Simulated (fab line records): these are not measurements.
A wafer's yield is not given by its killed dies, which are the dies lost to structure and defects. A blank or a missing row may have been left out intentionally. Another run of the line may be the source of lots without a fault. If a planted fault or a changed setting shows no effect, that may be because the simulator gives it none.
fab line records || flow rit_cmos
record: {"lots": 14, "wafers": 42, "last_day": 7}
route steps=202 shown PWELL@47 M1@202
lots that met no fault: from a run of the same line without faults
start_h: hours from the record's first day to the start of the lot's first wafer shown || wait_h: hours elapsed since this lot's preceding step || " as in the row above || L1.1+2: several wafers, shown together as one row || - value missing, or start not given || * or withheld: withheld || < > ~ a bound
route shown NAME@n: NAME is a module with steps in the file, n the number in the route of the first one || usual: average and standard deviation across the fault-free wafers || same: alike in all rows || chamber/n: place in a boat || sites: readings site by site || _std_site: how widely they spread, as a standard deviation || _edge_site: the outer-site mean with the inner-site mean subtracted || radius_mm: for every site, how far away it sits from the centre of the wafer || mask NAME#n: copy n || behind: tool/chamber where the wafer was last shaped || hold: why the lot went on hold/how many hours it stayed there/how the hold came to an end || device: the n, p or np transistor that did not switch || end of line: the tests these same wafers got at the end of their route || for a step that has no rows: nothing shown but its recipe || killed: at the first sort, the dies lost to defects and structure; wafer yield is something else || map: a wafer's dies, x killed, . not, _ none there
set.NAME: the setting that was run; set.NAME@STEP: the one run at that earlier step || model.NAME: the simulator's own value behind a step, which no gauge read
one table for each step of the route and one row for each wafer, over a sample of lots
services: the hour from which a tool's chamber was out of use, counted from the record's first day as start_h (under 0 if before that day), plus the number of hours and why
== steps ==
step: RIT_PWELL_IMPLANT_08
recipe: {"species": "B", "energy_kev": 170, "dose_cm2": 7e+13, "tilt_deg": 7}
usual: {"beam_energy_keV": "169.99/0.052", "end_station_pressure_torr": "5.18e-06/2.8e-07", "faraday_current_uA": "222/4.4"}
{"lot.wafer": "L213.1", "tool": "implanter-03", "chamber": 0, "start_h": 30.54, "wait_h": 0.2, "beam_energy_keV": 169.99, "end_station_pressure_torr": 4.38e-06, "faraday_current_uA": 226}
{"lot.wafer": "L213.2", "tool": "implanter-03", "chamber": 0, "start_h": 30.54, "wait_h": 0.2, "beam_energy_keV": 169.91, "end_station_pressure_torr": 5.29e-06, "faraday_current_uA": 225}
{"lot.wafer": "L213.6", "tool": "implanter-03", "chamber": 0, "start_h": 30.54, "wait_h": 0.2, "beam_energy_keV": 169.96, "end_station_pressure_torr": 5.26e-06, "faraday_current_uA": 228}
{"lot.wafer": "L215.1", "tool": "implanter-01", "chamber": 0, "start_h": 38.14, "wait_h": 0.2, "beam_energy_keV": 169.98, "end_station_pressure_torr": 5.47e-06, "faraday_current_uA": 220}
{"lot.wafer": "L215.3", "tool": "implanter-01", "chamber": 0, "start_h": 38.14, "wait_h": 0.2, "beam_energy_keV": 170.01, "end_station_pressure_torr": 5.13e-06, "faraday_current_uA": 227}
{"lot.wafer": "L215.6", "tool": "implanter-01", "chamber": 0, "start_h": 38.14, "wait_h": 0.2, "beam_energy_keV": 169.94, "end_station_pressure_torr": 5.52e-06, "faraday_current_uA": 230}
{"lot.wafer": "L217.1", "tool": "implanter-03", "chamber": 0, "start_h": 50.04, "wait_h": 0.2, "beam_energy_keV": 170.01, "end_station_pressure_torr": 5.37e-06, "faraday_current_uA": 225}
{"lot.wafer": "L217.3", "tool": "implanter-03", "chamber": 0, "start_h": 50.04, "wait_h": 0.2, "beam_energy_keV": 169.97, "end_station_pressure_torr": 4.64e-06, "faraday_current_uA": 224}
{"lot.wafer": "L217.6", "tool": "implanter-03", "chamber": 0, "start_h": 50.04, "wait_h": 0.2, "beam_energy_keV": 170.02, "end_station_pressure_torr": 5.01e-06, "faraday_current_uA": 217}
{"lot.wafer": "L218.2", "tool": "implanter-01", "chamber": 0, "start_h": 53.70, "wait_h": 0.2, "beam_energy_keV": 169.92, "end_station_pressure_torr": 5.36e-06, "faraday_current_uA": 224}
{"lot.wafer": "L218.4", "tool": "implanter-01", "chamber": 0, "start_h": 53.70, "wait_h": 0.2, "beam_energy_keV": 170.04, "end_station_pressure_torr": 5.16e-06, "faraday_current_uA": 221}
{"lot.wafer": "L218.5", "tool": "implanter-01", "chamber": 0, "start_h": 53.70, "wait_h": 0.2, "beam_energy_keV": 169.93, "end_station_pressure_torr": 5.02e-06, "faraday_current_uA": 226}
{"lot.wafer": "L219.1", "tool": "implanter-03", "chamber": 0, "start_h": 59.53, "wait_h": 0.2, "beam_energy_keV": 169.98, "end_station_pressure_torr": 4.98e-06, "faraday_current_uA": 220}
{"lot.wafer": "L219.4", "tool": "implanter-03", "chamber": 0, "start_h": 59.53, "wait_h": 0.2, "beam_energy_keV": 170.05, "end_station_pressure_torr": 4.84e-06, "faraday_current_uA": 218}
{"lot.wafer": "L219.6", "tool": "implanter-03", "chamber": 0, "start_h": 59.53, "wait_h": 0.2, "beam_energy_keV": 169.99, "end_station_pressure_torr": 4.91e-06, "faraday_current_uA": 220}
{"lot.wafer": "L220.1", "tool": "implanter-01", "chamber": 0, "start_h": 66.53, "wait_h": 0.2, "beam_energy_keV": 169.99, "end_station_pressure_torr": 4.66e-06, "faraday_current_uA": 219}
{"lot.wafer": "L220.5", "tool": "implanter-01", "chamber": 0, "start_h": 66.53, "wait_h": 0.2, "beam_energy_keV": 170.07, "end_station_pressure_torr": 5.75e-06, "faraday_current_uA": 215}
{"lot.wafer": "L220.6", "tool": "implanter-01", "chamber": 0, "start_h": 66.53, "wait_h": 0.2, "beam_energy_keV": 169.98, "end_station_pressure_torr": 4.86e-06, "faraday_current_uA": 214}
{"lot.wafer": "L221.1", "tool": "implanter-03", "chamber": 0, "start_h": 70.93, "wait_h": 0.2, "beam_energy_keV": 170.04, "end_station_pressure_torr": 5.38e-06, "faraday_current_uA": 221}
{"lot.wafer": "L221.2", "tool": "implanter-03", "chamber": 0, "start_h": 70.93, "wait_h": 0.2, "beam_energy_keV": 170.00, "end_station_pressure_torr": 5.43e-06, "faraday_current_uA": 219}
{"lot.wafer": "L221.3", "tool": "implanter-03", "chamber": 0, "start_h": 70.93, "wait_h": 0.2, "beam_energy_keV": 170.01, "end_station_pressure_torr": 5.73e-06, "faraday_current_uA": 227}
{"lot.wafer": "L222.1", "tool": "implanter-01", "chamber": 0, "start_h": 73.02, "wait_h": 0.2, "beam_energy_keV": 170.02, "end_station_pressure_torr": 5.06e-06, "faraday_current_uA": 219}
{"lot.wafer": "L222.5", "tool": "implanter-01", "chamber": 0, "start_h": 73.02, "wait_h": 0.2, "beam_energy_keV": 169.91, "end_station_pressure_torr": 5.19e-06, "faraday_current_uA": 222}
{"lot.wafer": "L222.6", "tool": "implanter-01", "chamber": 0, "start_h": 73.02, "wait_h": 0.2, "beam_energy_keV": 170.01, "end_station_pressure_torr": 5.4e-06, "faraday_current_uA": 224}
{"lot.wafer": "L228.2", "tool": "implanter-01", "chamber": 0, "start_h": 103.98, "wait_h": 0.2, "beam_energy_keV": 124.33, "end_station_pressure_torr": 5.07e-06, "faraday_current_uA": 223}
{"lot.wafer": "L228.4", "tool": "implanter-01", "chamber": 0, "start_h": 103.98, "wait_h": 0.2, "beam_energy_keV": 124.27, "end_station_pressure_torr": 4.98e-06, "faraday_current_uA": 221}
{"lot.wafer": "L228.5", "tool": "implanter-01", "chamber": 0, "start_h": 103.98, "wait_h": 0.2, "beam_energy_keV": 124.24, "end_station_pressure_torr": 5.13e-06, "faraday_current_uA": 220}
{"lot.wafer": "L230.3", "tool": "implanter-01", "chamber": 0, "start_h": 113.98, "wait_h": 0.2, "beam_energy_keV": 124.25, "end_station_pressure_torr": 5.16e-06, "faraday_current_uA": 220}
{"lot.wafer": "L230.5", "tool": "implanter-01", "chamber": 0, "start_h": 113.98, "wait_h": 0.2, "beam_energy_keV": 124.15, "end_station_pressure_torr": 5.23e-06, "faraday_current_uA": 222}
{"lot.wafer": "L230.6", "tool": "implanter-01", "chamber": 0, "start_h": 113.98, "wait_h": 0.2, "beam_energy_keV": 124.14, "end_station_pressure_torr": 5.44e-06, "faraday_current_uA": 224}
{"lot.wafer": "L231.1", "tool": "implanter-04", "chamber": 0, "start_h": 119.84, "wait_h": 0.2, "beam_energy_keV": 169.99, "end_station_pressure_torr": 5.55e-06, "faraday_current_uA": 223}
{"lot.wafer": "L231.2", "tool": "implanter-04", "chamber": 0, "start_h": 119.84, "wait_h": 0.2, "beam_energy_keV": 169.98, "end_station_pressure_torr": 4.91e-06, "faraday_current_uA": 233}
{"lot.wafer": "L231.4", "tool": "implanter-04", "chamber": 0, "start_h": 119.84, "wait_h": 0.2, "beam_energy_keV": 170.02, "end_station_pressure_torr": 5.6e-06, "faraday_current_uA": 216}
{"lot.wafer": "L232.1", "tool": "implanter-04", "chamber": 0, "start_h": 123.55, "wait_h": 0.2, "beam_energy_keV": 170.00, "end_station_pressure_torr": 5.1e-06, "faraday_current_uA": 232}
{"lot.wafer": "L232.2", "tool": "implanter-04", "chamber": 0, "start_h": 123.55, "wait_h": 0.2, "beam_energy_keV": 169.95, "end_station_pressure_torr": 5.46e-06, "faraday_current_uA": 221}
{"lot.wafer": "L232.4", "tool": "implanter-04", "chamber": 0, "start_h": 123.55, "wait_h": 0.2, "beam_energy_keV": 170.00, "end_station_pressure_torr": 4.36e-06, "faraday_current_uA": 222}
{"lot.wafer": "L233.1", "tool": "implanter-03", "chamber": 0, "start_h": 129.41, "wait_h": 0.2, "beam_energy_keV": 169.94, "end_station_pressure_torr": 5.35e-06, "faraday_current_uA": 225}
{"lot.wafer": "L233.3", "tool": "implanter-03", "chamber": 0, "start_h": 129.41, "wait_h": 0.2, "beam_energy_keV": 169.95, "end_station_pressure_torr": 4.96e-06, "faraday_current_uA": 222}
{"lot.wafer": "L233.5", "tool": "implanter-03", "chamber": 0, "start_h": 129.41, "wait_h": 0.2, "beam_energy_keV": 169.94, "end_station_pressure_torr": 5.23e-06, "faraday_current_uA": 222}
{"lot.wafer": "L234.1", "tool": "implanter-03", "chamber": 0, "start_h": 133.58, "wait_h": 0.2, "beam_energy_keV": 170.01, "end_station_pressure_torr": 4.7e-06, "faraday_current_uA": 220}
{"lot.wafer": "L234.2", "tool": "implanter-03", "chamber": 0, "start_h": 133.58, "wait_h": 0.2, "beam_energy_keV": 169.89, "end_station_pressure_torr": 5.38e-06, "faraday_current_uA": 219}
{"lot.wafer": "L234.4", "tool": "implanter-03", "chamber": 0, "start_h": 133.58, "wait_h": 0.2, "beam_energy_keV": 170.03, "end_station_pressure_torr": 5.26e-06, "faraday_current_uA": 212}
step: RIT_WELLDRIVE_RS_MEAS_02
recipe: {"thk_meas_gauge": "four-point-probe"}
usual: {"PWELL_RS": "429.4/1.3"}
{"lot.wafer": "L213.1", "tool": "film_metro-01", "chamber": "-", "start_h": 36.13, "wait_h": 0.1, "hold": "-", "PWELL_RS[ohm/sq]": 428.1}
{"lot.wafer": "L213.2", "tool": "film_metro-01", "chamber": "-", "start_h": 36.13, "wait_h": 0.1, "hold": "-", "PWELL_RS[ohm/sq]": 427.4}
{"lot.wafer": "L213.6", "tool": "film_metro-01", "chamber": "-", "start_h": 36.13, "wait_h": 0.1, "hold": "-", "PWELL_RS[ohm/sq]": 429.1}
{"lot.wafer": "L215.1", "tool": "film_metro-01", "chamber": "-", "start_h": 43.73, "wait_h": 0.1, "hold": "-", "PWELL_RS[ohm/sq]": 429.2}
{"lot.wafer": "L215.3", "tool": "film_metro-01", "chamber": "-", "start_h": 43.73, "wait_h": 0.1, "hold": "-", "PWELL_RS[ohm/sq]": 427.9}
{"lot.wafer": "L215.6", "tool": "film_metro-01", "chamber": "-", "start_h": 43.73, "wait_h": 0.1, "hold": "-", "PWELL_RS[ohm/sq]": 428.9}
{"lot.wafer": "L217.1", "tool": "film_metro-02", "chamber": "-", "start_h": 56.12, "wait_h": 0.1, "hold": "-", "PWELL_RS[ohm/sq]": 429.9}
{"lot.wafer": "L217.3", "tool": "film_metro-02", "chamber": "-", "start_h": 56.12, "wait_h": 0.1, "hold": "-", "PWELL_RS[ohm/sq]": 428.9}
{"lot.wafer": "L217.6", "tool": "film_metro-02", "chamber": "-", "start_h": 56.12, "wait_h": 0.1, "hold": "-", "PWELL_RS[ohm/sq]": 428.2}
{"lot.wafer": "L218.2", "tool": "film_metro-02", "chamber": "-", "start_h": 60.45, "wait_h": 0.1, "hold": "-", "PWELL_RS[ohm/sq]": 427.2}
{"lot.wafer": "L218.4", "tool": "film_metro-02", "chamber": "-", "start_h": 60.45, "wait_h": 0.1, "hold": "-", "PWELL_RS[ohm/sq]": 427.8}
{"lot.wafer": "L218.5", "tool": "film_metro-02", "chamber": "-", "start_h": 60.45, "wait_h": 0.1, "hold": "-", "PWELL_RS[ohm/sq]": 427.6}
{"lot.wafer": "L219.1", "tool": "film_metro-04", "chamber": "-", "start_h": 65.12, "wait_h": 0.1, "hold": "-", "PWELL_RS[ohm/sq]": 431.0}
{"lot.wafer": "L219.4", "tool": "film_metro-04", "chamber": "-", "start_h": 65.12, "wait_h": 0.1, "hold": "-", "PWELL_RS[ohm/sq]": 429.1}
{"lot.wafer": "L219.6", "tool": "film_metro-04", "chamber": "-", "start_h": 65.12, "wait_h": 0.1, "hold": "-", "PWELL_RS[ohm/sq]": 429.4}
{"lot.wafer": "L220.1", "tool": "film_metro-01", "chamber": "-", "start_h": 72.60, "wait_h": 0.1, "hold": "-", "PWELL_RS[ohm/sq]": 428.9}
{"lot.wafer": "L220.5", "tool": "film_metro-01", "chamber": "-", "start_h": 72.60, "wait_h": 0.1, "hold": "-", "PWELL_RS[ohm/sq]": 430.6}
{"lot.wafer": "L220.6", "tool": "film_metro-01", "chamber": "-", "start_h": 72.60, "wait_h": 0.1, "hold": "-", "PWELL_RS[ohm/sq]": 429.0}
{"lot.wafer": "L221.1", "tool": "film_metro-04", "chamber": "-", "start_h": 77.55, "wait_h": 0.1, "hold": "-", "PWELL_RS[ohm/sq]": 430.5}
{"lot.wafer": "L221.2", "tool": "film_metro-04", "chamber": "-", "start_h": 77.55, "wait_h": 0.1, "hold": "-", "PWELL_RS[ohm/sq]": 430.6}
{"lot.wafer": "L221.3", "tool": "film_metro-04", "chamber": "-", "start_h": 77.55, "wait_h": 0.1, "hold": "-", "PWELL_RS[ohm/sq]": 431.1}
{"lot.wafer": "L222.1", "tool": "film_metro-01", "chamber": "-", "start_h": 79.04, "wait_h": 0.1, "hold": "-", "PWELL_RS[ohm/sq]": 429.8}
{"lot.wafer": "L222.5", "tool": "film_metro-01", "chamber": "-", "start_h": 79.04, "wait_h": 0.1, "hold": "-", "PWELL_RS[ohm/sq]": 428.3}
{"lot.wafer": "L222.6", "tool": "film_metro-01", "chamber": "-", "start_h": 79.04, "wait_h": 0.1, "hold": "-", "PWELL_RS[ohm/sq]": 428.2}
{"lot.wafer": "L228.2", "tool": "film_metro-01", "chamber": "-", "start_h": 109.99, "wait_h": 0.1, "hold": "await_dispo/0.2h/release", "PWELL_RS[ohm/sq]": 442.9}
{"lot.wafer": "L228.4", "tool": "film_metro-01", "chamber": "-", "start_h": 109.99, "wait_h": 0.1, "hold": "await_dispo/0.2h/release", "PWELL_RS[ohm/sq]": 441.8}
{"lot.wafer": "L228.5", "tool": "film_metro-01", "chamber": "-", "start_h": 109.99, "wait_h": 0.1, "hold": "await_dispo/0.2h/release", "PWELL_RS[ohm/sq]": 443.7}
{"lot.wafer": "L228.2", "tool": "film_metro-01", "chamber": "-", "start_h": 110.28, "wait_h": 0.3, "hold": "-", "PWELL_RS[ohm/sq]": 443.9}
{"lot.wafer": "L228.4", "tool": "film_metro-01", "chamber": "-", "start_h": 110.28, "wait_h": 0.3, "hold": "-", "PWELL_RS[ohm/sq]": 442.4}
{"lot.wafer": "L228.5", "tool": "film_metro-01", "chamber": "-", "start_h": 110.28, "wait_h": 0.3, "hold": "-", "PWELL_RS[ohm/sq]": 443.6}
{"lot.wafer": "L230.3", "tool": "film_metro-01", "chamber": "-", "start_h": 119.58, "wait_h": 0.1, "hold": "await_dispo/0.2h/release", "PWELL_RS[ohm/sq]": 439.4}
{"lot.wafer": "L230.5", "tool": "film_metro-01", "chamber": "-", "start_h": 119.58, "wait_h": 0.1, "hold": "await_dispo/0.2h/release", "PWELL_RS[ohm/sq]": 442.4}
{"lot.wafer": "L230.6", "tool": "film_metro-01", "chamber": "-", "start_h": 119.58, "wait_h": 0.1, "hold": "await_dispo/0.2h/release", "PWELL_RS[ohm/sq]": 441.3}
{"lot.wafer": "L230.3", "tool": "film_metro-01", "chamber": "-", "start_h": 119.87, "wait_h": 0.3, "hold": "-", "PWELL_RS[ohm/sq]": 441.3}
{"lot.wafer": "L230.5", "tool": "film_metro-01", "chamber": "-", "start_h": 119.87, "wait_h": 0.3, "hold": "-", "PWELL_RS[ohm/sq]": 441.8}
{"lot.wafer": "L230.6", "tool": "film_metro-01", "chamber": "-", "start_h": 119.87, "wait_h": 0.3, "hold": "-", "PWELL_RS[ohm/sq]": 441.9}
{"lot.wafer": "L231.1", "tool": "film_metro-02", "chamber": "-", "start_h": 126.93, "wait_h": 0.1, "hold": "-", "PWELL_RS[ohm/sq]": 430.9}
{"lot.wafer": "L231.2", "tool": "film_metro-02", "chamber": "-", "start_h": 126.93, "wait_h": 0.1, "hold": "-", "PWELL_RS[ohm/sq]": 431.5}
{"lot.wafer": "L231.4", "tool": "film_metro-02", "chamber": "-", "start_h": 126.93, "wait_h": 0.1, "hold": "-", "PWELL_RS[ohm/sq]": 431.3}
{"lot.wafer": "L232.1", "tool": "film_metro-02", "chamber": "-", "start_h": 129.15, "wait_h": 0.1, "hold": "-", "PWELL_RS[ohm/sq]": 429.6}
{"lot.wafer": "L232.2", "tool": "film_metro-02", "chamber": "-", "start_h": 129.15, "wait_h": 0.1, "hold": "-", "PWELL_RS[ohm/sq]": 428.6}
{"lot.wafer": "L232.4", "tool": "film_metro-02", "chamber": "-", "start_h": 129.15, "wait_h": 0.1, "hold": "-", "PWELL_RS[ohm/sq]": 429.2}
{"lot.wafer": "L233.1", "tool": "film_metro-02", "chamber": "-", "start_h": 135.00, "wait_h": 0.1, "hold": "-", "PWELL_RS[ohm/sq]": 428.4}
{"lot.wafer": "L233.3", "tool": "film_metro-02", "chamber": "-", "start_h": 135.00, "wait_h": 0.1, "hold": "-", "PWELL_RS[ohm/sq]": 429.3}
{"lot.wafer": "L233.5", "tool": "film_metro-02", "chamber": "-", "start_h": 135.00, "wait_h": 0.1, "hold": "-", "PWELL_RS[ohm/sq]": 430.4}
{"lot.wafer": "L234.1", "tool": "film_metro-01", "chamber": "-", "start_h": 139.24, "wait_h": 0.1, "hold": "-", "PWELL_RS[ohm/sq]": 428.5}
{"lot.wafer": "L234.2", "tool": "film_metro-01", "chamber": "-", "start_h": 139.24, "wait_h": 0.1, "hold": "-", "PWELL_RS[ohm/sq]": 427.9}
{"lot.wafer": "L234.4", "tool": "film_metro-01", "chamber": "-", "start_h": 139.24, "wait_h": 0.1, "hold": "-", "PWELL_RS[ohm/sq]": 428.4}
step: RIT_M1_PROBE_99
usual: {"killed_at_M0_to_M3": "0.0/0.23", "killed_at_contacts": "0.1/0.34", "killed_at_front_end": "6.9/2.8", "killed_dies": "7.1/2.8", "killed_open": "3.4/1.9", "killed_short": "3.6/1.7"}
same: {"gross_dies": 264, "killed_at_M4_up": 0, "killed_at_back_side": 0, "killed_at_other": 0}
{"lot.wafer": "L228.2", "tool": "prober-01", "chamber": "-", "start_h": 147.46, "wait_h": 0.1, "killed_at_M0_to_M3": 0, "killed_at_contacts": 1, "killed_at_front_end": 2, "killed_dies": 3, "killed_open": 2, "killed_short": 1}
{"lot.wafer": "L228.4", "tool": "prober-01", "chamber": "-", "start_h": 147.56, "wait_h": 0.2, "killed_at_M0_to_M3": 0, "killed_at_contacts": 0, "killed_at_front_end": 6, "killed_dies": 6, "killed_open": 3, "killed_short": 3}
{"lot.wafer": "L228.5", "tool": "prober-01", "chamber": "-", "start_h": 147.61, "wait_h": 0.2, "killed_at_M0_to_M3": 0, "killed_at_contacts": 0, "killed_at_front_end": 4, "killed_dies": 4, "killed_open": 3, "killed_short": 1}
{"lot.wafer": "L230.3", "tool": "prober-01", "chamber": "-", "start_h": 159.33, "wait_h": 0.2, "killed_at_M0_to_M3": 0, "killed_at_contacts": 0, "killed_at_front_end": 8, "killed_dies": 8, "killed_open": 4, "killed_short": 4}
{"lot.wafer": "L230.5", "tool": "prober-01", "chamber": "-", "start_h": 159.43, "wait_h": 0.2, "killed_at_M0_to_M3": 0, "killed_at_contacts": 0, "killed_at_front_end": 9, "killed_dies": 9, "killed_open": 6, "killed_short": 3}
{"lot.wafer": "L230.6", "tool": "prober-01", "chamber": "-", "start_h": 159.48, "wait_h": 0.2, "killed_at_M0_to_M3": 0, "killed_at_contacts": 0, "killed_at_front_end": 6, "killed_dies": 6, "killed_open": 4, "killed_short": 2}
killed by level:class
L228.2 GATE:geometric_particle:open=1 SPACER:geometric_particle:open=1 CONTACT:geometric_particle:short=1
L228.4 GATE:geometric_particle:open=3 GATE:geometric_particle:short=3
L228.5 GATE:geometric_particle:open=2 FOX2:geometric_particle:open=1 GATE:geometric_particle:short=1
L230.3 GATE:geometric_particle:open=3 GATE:geometric_particle:short=2 SILICIDE:geometric_particle:short=2 SILICIDE:geometric_particle:open=1
L230.5 GATE:geometric_particle:open=4 GATE:geometric_particle:short=2 REOX:geometric_particle:open=1 REOX:geometric_particle:short=1 SILICIDE:geometric_particle:open=1
L230.6 FOX1:geometric_particle:open=2 FOX1:geometric_particle:short=1 GATE:geometric_particle:open=1 GATE:geometric_particle:short=1 SPACER:geometric_particle:open=1
== services ==
{"tool": "implanter-01", "chamber": "-", "start_h": 15.22, "hours": 1.2, "kind": "repair"}
{"tool": "implanter-04", "chamber": "-", "start_h": 66.61, "hours": 0.9, "kind": "repair"}
{"tool": "implanter-03", "chamber": "-", "start_h": 75.54, "hours": 5.0, "kind": "repair"}
{"tool": "implanter-03", "chamber": "-", "start_h": 85.00, "hours": 4.1, "kind": "repair"}
{"tool": "implanter-04", "chamber": "-", "start_h": 89.28, "hours": 13.6, "kind": "repair"}
{"tool": "implanter-04", "chamber": "-", "start_h": 92.22, "hours": 3.7, "kind": "repair"}
{"tool": "implanter-03", "chamber": "-", "start_h": 121.39, "hours": 1.0, "kind": "repair"}
{"tool": "implanter-01", "chamber": "-", "start_h": 128.43, "hours": 8.8, "kind": "repair"}
== key ==
first_sign: {"step": "RIT_PWELL_IMPLANT_08", "reading": "beam_energy_keV", "direction": "down", "sigmas": "99+", "usual": 169.99, "struck": 124.23}
effect: {"step": "RIT_WELLDRIVE_RS_MEAS_02", "reading": "visit", "direction": "added"}
effect: {"step": "RIT_WELLDRIVE_RS_MEAS_02", "reading": "PWELL_RS", "direction": "up", "sigmas": 9.9, "usual": 429.4, "struck": 441.9}
met_at RIT_PWELL_IMPLANT_08
struck_lots L228,L230
tester_left_out L228,L230
onset_between 73.02 103.98
fault: {"kind": "process_parameter_drift", "tool": "implanter-01", "chamber": "-", "onset_h": 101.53, "steps": "RIT_PWELL_IMPLANT_08", "channel": "energy_kev", "offset": -45.762, "shape": "step", "end_h": 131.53, "acts_in": "these_recipes_only", "stated": 170}
tester_left_out: of these lots the tester's yield and bins aren't shown, on N5 and GAA mostly nor the transistor test; their killed dies are dies lost to structure and defects alone, not to doping, threshold or leakage, so they don't give the yield
